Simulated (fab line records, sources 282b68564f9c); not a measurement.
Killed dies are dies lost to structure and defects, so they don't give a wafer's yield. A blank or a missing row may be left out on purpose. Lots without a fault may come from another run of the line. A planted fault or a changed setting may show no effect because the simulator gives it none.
One fault seen from 2 desks | flow rit_cmos | each desk has only its own numbers; what lay behind them comes last

THE METROLOGY DESK
What the gauges read, lot by lot, whatever tool the lot ran on: means of the sampled wafers that have a number. A lot is out of limits, marked OUT, if its mean lies more than 4 standard deviations from the usual mean; the brackets give that distance.
Columns: A = NSD_RS at RIT_SDANNEAL_RS_MEAS_05, usual 84.5 ohm/sq
lot  | first seen here | A
L644 | day 3 03:47     | 84.3
L649 | day 4 08:50     | 83.6
L651 | day 4 14:06     | 84.3
L652 | day 4 23:06     | 85.0
L653 | day 5 03:10     | 84.7
L654 | day 5 07:05     | 84.3
L655 | day 5 11:48     | 84.7
L656 | day 5 20:15     | 85.0
L657 | day 5 20:35     | 84.2
L658 | day 6 00:10     | 84.5
L660 | day 6 11:52     | 84.6
L663 | day 7 03:19     | 84.4
L664 | day 7 10:20     | 84.8
This desk's finding: nothing out of limits on any of the 13 lots.

THE TOOL OWNER'S DESK: pecvd-01
The tool's own readings at RIT_CONTACT_CVD_00 (deposits SiO2 from TEOS, target thk 400 nm, time 61 s): means of the sampled wafers that have a number, for each lot that ran on this tool. A lot is out of limits, marked OUT, if its mean lies more than 4 standard deviations from the usual mean; the brackets give that distance.
Columns: A = heater_power_w at RIT_CONTACT_CVD_00, usual 318 W; B = run_length_s at RIT_CONTACT_CVD_00, usual 88.7 s
lot  | first seen here | A   | B
L649 | day 4 09:42     | 292 | 89.1
L652 | day 4 23:58     | 356 | 88.1
L655 | day 5 12:41     | 317 | 88.6
L658 | day 6 01:02     | 322 | 89.2
L664 | day 7 11:17     | 287 | 89.3
This desk's finding: nothing out of limits on any of the 5 lots.

PUT TOGETHER
The metrology desk saw nothing out of limits.
The tool owner's desk saw nothing out of limits.

WHAT THE SIMULATOR HAD PUT IN
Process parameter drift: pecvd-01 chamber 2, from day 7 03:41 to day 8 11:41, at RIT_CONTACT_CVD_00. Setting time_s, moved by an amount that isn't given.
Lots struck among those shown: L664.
